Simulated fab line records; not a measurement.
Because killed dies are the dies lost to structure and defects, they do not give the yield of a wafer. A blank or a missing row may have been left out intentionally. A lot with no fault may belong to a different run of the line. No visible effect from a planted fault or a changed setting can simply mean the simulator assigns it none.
Which of the tools did it? + flow ritCmos + 16 lots, 48 wafers sampled, at 6 steps of a route of 202

== WHAT EACH GAUGE READ, for each wafer ==
RIT_NWELL_OVL_MEAS_06.
| lot  | measured    | on         | NWELL_OVL (nm) |
|------|-------------|------------|----------------|
| L102 | day 1 21:46 | overlay-01 | -1.5 0.6 0.3   |
| L103 | day 2 06:43 | overlay-01 | 1.1 1.9 0.1    |
| L104 | day 2 07:19 | overlay-02 | 0.8 2.4 3.8    |
| L105 | day 2 17:38 | overlay-01 | 2.8 1.9 2.6    |
| L106 | day 2 20:47 | overlay-01 | -0.1 1.4 1.0   |
| L107 | day 3 04:15 | overlay-01 | 1.0 -0.1 -2.1  |
| L108 | day 3 04:34 | overlay-02 | 1.7 3.0 0.0    |
| L109 | day 3 09:07 | overlay-01 | 1.3 0.9 0.7    |
| L110 | day 3 14:44 | overlay-01 | 1.5 0.3 -0.2   |
| L111 | day 3 19:01 | overlay-01 | 1.3 0.6 0.5    |
| L112 | day 4 00:21 | overlay-02 | 0.9 1.7 0.4    |
| L113 | day 4 05:14 | overlay-02 | -1.5 1.6 -0.2  |
| L114 | day 4 11:38 | overlay-01 | 0.5 0.6 2.1    |
| L115 | day 4 14:37 | overlay-02 | 2.9 1.0 1.3    |
| L116 | day 4 20:32 | overlay-01 | -1.8 -0.6 0.9  |
| L117 | day 5 02:35 | overlay-02 | 3.1 2.2 0.9    |

RIT_REOX_THK_MEAS_04.
| lot  | measured    | on           | REOX_OXIDE_THK (nm) |
|------|-------------|--------------|---------------------|
| L102 | day 3 01:40 | filmMetro-04 | 24.9 25.6 25.3      |
| L103 | day 3 04:13 | filmMetro-02 | 24.8 25.2 25.2      |
| L104 | day 3 04:13 | filmMetro-04 | 24.7 25.0 24.8      |
| L105 | day 3 14:11 | filmMetro-04 | 25.4 25.1 25.3      |
| L106 | day 3 19:32 | filmMetro-01 | 25.1 25.2 25.2      |
| L107 | day 3 23:44 | filmMetro-02 | 25.5 25.2 25.4      |
| L108 | day 4 03:49 | filmMetro-01 | 24.8 24.9 24.0      |
| L109 | day 4 08:25 | filmMetro-01 | 24.4 24.2 24.7      |
| L110 | day 4 13:51 | filmMetro-02 | 24.6 24.9 25.0      |
| L111 | day 4 18:32 | filmMetro-04 | 25.9 25.8 25.9      |
| L112 | day 4 21:36 | filmMetro-02 | 24.4 24.1 24.3      |
| L113 | day 5 04:20 | filmMetro-04 | 25.8 25.7 25.5      |
| L114 | day 5 09:26 | filmMetro-01 | 25.2 25.3 25.4      |
| L115 | day 5 13:55 | filmMetro-02 | 25.3 25.4 25.2      |
| L116 | day 5 17:41 | filmMetro-04 | 24.8 25.0 24.8      |
| L117 | day 6 01:35 | filmMetro-01 | 25.1 25.3 25.2      |

RIT_SPACER_THK_MEAS_04.
| lot  | measured    | on           | SPACER_NITRIDE_THK (nm) |
|------|-------------|--------------|-------------------------|
| L102 | day 3 08:23 | filmMetro-02 | 247.8 248.5 247.8       |
| L103 | day 3 10:18 | filmMetro-02 | 252.2 253.1 252.7       |
| L104 | day 3 10:19 | filmMetro-04 | 249.5 249.8 248.7       |
| L105 | day 3 19:35 | filmMetro-02 | 251.3 250.7 251.3       |
| L106 | day 4 01:13 | filmMetro-02 | 254.6 255.3 254.9       |
| L107 | day 4 05:31 | filmMetro-02 | 251.0 250.8 249.9       |
| L108 | day 4 09:22 | filmMetro-04 | 247.5 246.8 247.0       |
| L109 | day 4 14:43 | filmMetro-04 | 250.5 249.7 249.7       |
| L110 | day 4 20:08 | filmMetro-03 | 251.0 248.5 251.4       |
| L111 | day 5 00:14 | filmMetro-02 | 252.1 252.4 252.4       |
| L112 | day 5 04:01 | filmMetro-04 | 248.1 248.6 247.6       |
| L113 | day 5 10:09 | filmMetro-03 | 252.2 254.1 256.2       |
| L114 | day 5 14:53 | filmMetro-02 | 251.3 250.3 251.8       |
| L115 | day 5 19:15 | filmMetro-03 | 250.6 250.7 249.8       |
| L116 | day 5 23:14 | filmMetro-02 | 254.7 252.3 254.8       |
| L117 | day 6 07:04 | filmMetro-03 | 248.7 247.8 250.8       |

RIT_PSD_TW_MEAS_10.
| lot  | measured    | on           | PSD_TW         |
|------|-------------|--------------|----------------|
| L102 | day 3 11:26 | filmMetro-02 | 3463 3458 3450 |
| L103 | day 3 13:32 | filmMetro-02 | 3438 3458 3462 |
| L104 | day 3 13:26 | filmMetro-01 | 3475 3482 3482 |
| L105 | day 3 22:50 | filmMetro-02 | 3449 3434 3436 |
| L106 | day 4 04:13 | filmMetro-02 | 3437 3458 3450 |
| L107 | day 4 08:45 | filmMetro-02 | 3446 3457 3458 |
| L108 | day 4 12:29 | filmMetro-02 | 3452 3463 3472 |
| L109 | day 4 17:58 | filmMetro-03 | 3382 3381 3391 |
| L110 | day 4 23:38 | filmMetro-01 | 3474 3481 3472 |
| L111 | day 5 03:29 | filmMetro-02 | 3436 3438 3429 |
| L112 | day 5 07:20 | filmMetro-01 | 3474 3463 3469 |
| L113 | day 5 13:22 | filmMetro-02 | 3453 3450 3447 |
| L114 | day 5 18:08 | filmMetro-02 | 2922 2928 2915 |
| L115 | day 5 22:29 | filmMetro-01 | 2938 2934 2933 |
| L116 | day 6 02:21 | filmMetro-02 | 2888 2904 2888 |
| L117 | day 6 10:11 | filmMetro-02 | 2904 2913 2902 |

RIT_SDANNEAL_RS_MEAS_04: a four-point-probe measurement.
| lot  | measured    | on           | PSD_RS (ohm/sq)      |
|------|-------------|--------------|----------------------|
| L102 | day 3 11:58 | filmMetro-01 | 115.96 115.95 115.92 |
| L103 | day 3 14:05 | filmMetro-01 | 115.76 115.95 115.74 |
| L104 | day 3 13:59 | filmMetro-02 | 116.09 115.70 116.17 |
| L105 | day 3 23:20 | filmMetro-03 | 116.16 116.07 115.91 |
| L106 | day 4 04:43 | filmMetro-01 | 116.21 115.91 115.76 |
| L107 | day 4 09:17 | filmMetro-03 | 116.36 116.39 116.29 |
| L108 | day 4 12:59 | filmMetro-03 | 116.22 116.13 115.75 |
| L109 | day 4 18:28 | filmMetro-01 | 115.78 115.96 115.84 |
| L110 | day 5 00:07 | filmMetro-03 | 115.68 115.81 115.84 |
| L111 | day 5 03:58 | filmMetro-03 | 116.12 116.20 116.11 |
| L112 | day 5 07:50 | filmMetro-02 | 116.08 115.81 116.27 |
| L113 | day 5 13:52 | filmMetro-01 | 116.09 115.83 116.12 |
| L114 | day 5 18:38 | filmMetro-03 | 44.96 45.01 44.96    |
| L115 | day 5 22:59 | filmMetro-03 | 45.13 45.13 45.14    |
| L116 | day 6 02:52 | filmMetro-01 | 45.08 44.93 45.11    |
| L117 | day 6 10:41 | filmMetro-02 | 45.09 45.22 45.13    |

== WHICH TOOL RAN EACH LOT (tool, then ch and the chambers of the sampled wafers, then the start) ==
| lot  | RIT_PSD_IMPLANT_08             |
|------|--------------------------------|
| L102 | implanter-03 ch 0, day 3 11:08 |
| L103 | implanter-02 ch 0, day 3 13:13 |
| L104 | implanter-03 ch 0, day 3 13:07 |
| L105 | implanter-03 ch 0, day 3 22:32 |
| L106 | implanter-01 ch 0, day 4 03:53 |
| L107 | implanter-03 ch 0, day 4 08:26 |
| L108 | implanter-01 ch 0, day 4 12:10 |
| L109 | implanter-01 ch 0, day 4 17:39 |
| L110 | implanter-01 ch 0, day 4 23:19 |
| L111 | implanter-03 ch 0, day 5 03:09 |
| L112 | implanter-01 ch 0, day 5 07:01 |
| L113 | implanter-03 ch 0, day 5 13:02 |
| L114 | implanter-02 ch 0, day 5 17:49 |
| L115 | implanter-03 ch 0, day 5 22:10 |
| L116 | implanter-03 ch 0, day 6 02:02 |
| L117 | implanter-03 ch 0, day 6 09:52 |
- RIT_PSD_IMPLANT_08

== AS READ BY THE TOOLS THEMSELVES (means over the sampled wafers that have a number; for cases with no such wafer, the mark the record gives instead) ==
The record holds no such reading with a usual standard deviation.

== THE ANSWER, worked out from the rows above alone ==
Rule: the lots themselves supply what counts as usual. The widest of any qualifying gaps counts: lots, ordered by their means at a reading, are off when they make up no more than a third of the lots, leave a main group of 4 or more, and stand apart from it by 3 or more times the standard deviation of that group's means. A main group whose means are all the same, to the digits that the tables above print for the reading, isn't used. A lot without any number at a reading at which 4 lots or more have one is off too. Where the step has rows for the other lots, those lots are counted as sound. The gauges are gone through in route order, then the tools' own readings, and for those a lot's mean is taken as printed above. At the first step where some lot is off, the reading lying furthest off is the one used; lots without a number count as furthest.
Off: L114, L115, L116, L117, at RIT_PSD_TW_MEAS_10 (PSD_TW). Main group: mean 3451, sd 24.
A tool fits if, at a process step before that reading, it ran every lot that is off, and no sound lot after the first of them. Those tools and the gauges at RIT_PSD_TW_MEAS_10 are tried in the same way. No candidate that was tried fits.

== WHAT HAD BEEN PUT IN BY THE SIMULATOR ==
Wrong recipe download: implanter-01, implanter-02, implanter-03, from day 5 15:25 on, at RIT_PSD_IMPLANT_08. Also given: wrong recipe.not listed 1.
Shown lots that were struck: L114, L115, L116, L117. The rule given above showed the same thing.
